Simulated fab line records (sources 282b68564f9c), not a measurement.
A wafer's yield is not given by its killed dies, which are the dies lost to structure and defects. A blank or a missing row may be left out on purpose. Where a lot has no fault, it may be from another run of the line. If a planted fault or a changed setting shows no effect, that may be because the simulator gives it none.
A sampling plan put to the test ; flow rit-cmos ; one line in one fab, 12 faults in these records, each fault weighed on the records of the lots it struck
The plan consists of the line's own looks: route steps at which the wafer is read by a gauge or an inspection but not changed. A look can be judged if struck wafers have a number there and the file gives its usual mean and standard deviation on fault-free wafers. Caught: 4 or more of those standard deviations (sigma) separate the usual mean from the mean of the struck wafers at a look after the fault's first step. On the tool: the identical test, applied to the tool's own readings at the steps of the fault. A different recipe on the struck wafers counts as caught too, as does a record blank only for those wafers.

## THE FAULTS, as the simulator had put them in
1. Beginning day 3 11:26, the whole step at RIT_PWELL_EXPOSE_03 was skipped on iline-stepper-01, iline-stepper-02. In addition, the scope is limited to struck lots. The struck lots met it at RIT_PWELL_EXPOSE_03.
2. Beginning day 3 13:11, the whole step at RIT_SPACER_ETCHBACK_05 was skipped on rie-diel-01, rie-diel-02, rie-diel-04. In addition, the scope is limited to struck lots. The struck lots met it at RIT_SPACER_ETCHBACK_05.
3. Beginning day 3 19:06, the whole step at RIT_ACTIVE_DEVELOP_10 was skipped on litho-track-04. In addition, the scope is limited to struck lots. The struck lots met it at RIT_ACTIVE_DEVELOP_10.
4. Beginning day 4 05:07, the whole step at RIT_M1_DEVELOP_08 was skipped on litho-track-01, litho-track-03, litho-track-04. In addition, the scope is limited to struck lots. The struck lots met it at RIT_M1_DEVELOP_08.
5. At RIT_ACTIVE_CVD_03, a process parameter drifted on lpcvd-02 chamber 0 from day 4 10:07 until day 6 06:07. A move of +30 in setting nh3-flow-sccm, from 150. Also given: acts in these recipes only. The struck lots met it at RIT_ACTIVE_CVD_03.
6. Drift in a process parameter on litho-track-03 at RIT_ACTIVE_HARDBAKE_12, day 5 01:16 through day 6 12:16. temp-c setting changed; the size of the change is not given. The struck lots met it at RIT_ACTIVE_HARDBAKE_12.
7. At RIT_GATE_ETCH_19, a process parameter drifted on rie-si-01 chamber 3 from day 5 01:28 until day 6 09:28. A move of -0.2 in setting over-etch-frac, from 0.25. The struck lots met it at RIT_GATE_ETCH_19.
8. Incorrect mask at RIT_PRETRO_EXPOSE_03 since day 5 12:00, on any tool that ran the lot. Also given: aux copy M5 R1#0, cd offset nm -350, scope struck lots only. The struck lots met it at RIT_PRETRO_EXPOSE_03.
9. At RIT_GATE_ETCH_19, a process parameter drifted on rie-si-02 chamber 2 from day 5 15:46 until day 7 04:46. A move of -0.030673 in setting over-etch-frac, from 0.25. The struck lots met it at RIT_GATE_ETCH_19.
10. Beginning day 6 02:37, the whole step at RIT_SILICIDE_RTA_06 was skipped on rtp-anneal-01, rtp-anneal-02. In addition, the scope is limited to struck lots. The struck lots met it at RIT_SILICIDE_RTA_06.
11. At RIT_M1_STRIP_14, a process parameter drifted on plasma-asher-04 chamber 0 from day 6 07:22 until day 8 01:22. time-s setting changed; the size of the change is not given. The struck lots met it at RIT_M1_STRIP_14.
12. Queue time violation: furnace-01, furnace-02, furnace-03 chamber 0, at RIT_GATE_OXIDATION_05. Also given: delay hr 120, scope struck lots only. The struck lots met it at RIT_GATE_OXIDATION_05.

## WHAT THE PLAN SAW
fault;on the tool itself;first look that catches it;reading, sigma;median hours from its first step to that look;hours from the fault's start to the first struck lot there;judged looks passed uncaught
1;no reading that can be judged;no look after it can be judged;-;-;-;0
2;the tool's record is blank for the struck wafers;no look after it can be judged;-;-;-;0
3;the tool's record is blank for the struck wafers;no look after it can be judged;-;-;-;0
4;the tool's record is blank for the struck wafers;no look after it can be judged;-;-;-;0
5;nh3-flow-sccm +68 sigma;RIT_ACTIVE_THK_MEAS_04;ACTIVE_NITRIDE_THK +14;1.4;16;0
6;heater-power-total-W -18 sigma;no look after it can be judged;-;-;-;0
7;oes-product-au +6.2 sigma;no look after it can be judged;-;-;-;0
8;under 2 sigma;no look after it can be judged;-;-;-;0
9;under 2 sigma;no look after it can be judged;-;-;-;0
10;the tool's record is blank for the struck wafers;no look after it can be judged;-;-;-;0
11;run-length-s -35 sigma;no look after it can be judged;-;-;-;0
12;no reading that can be judged;no look after it can be judged;-;-;-;0
A dash: the fault is not caught, or the number is missing from these records.

Caught at a look: 1 of 12. Caught on the tool: 8 of 12. By one or the other: 8 of 12.
On the tool alone, faults 2, 3, 4, 6, 7, 10, 11 were caught.
Caught by neither: faults 1, 8, 9, 12.

## THINNER SAMPLING
If the look that catches a fault measured only every second or every third lot, by lot number, the first struck lot would be measured this late in the worst case:
fault;struck lots at that look, in order of time;every lot;every second lot;every third lot
5;L241;16 h;may miss it;may miss it
Hours: fault start to first struck lot measured. The limit of 4 sigma was tested on all struck wafers together, so one lot alone may lie under it. Other struck lots may not be in these records.

## THE LONGEST TIMED WAY FROM STEP TO LOOK
Fault 5: median gap of 1.4 hours between RIT_ACTIVE_CVD_03 and RIT_ACTIVE_THK_MEAS_04. No look between them can be judged.
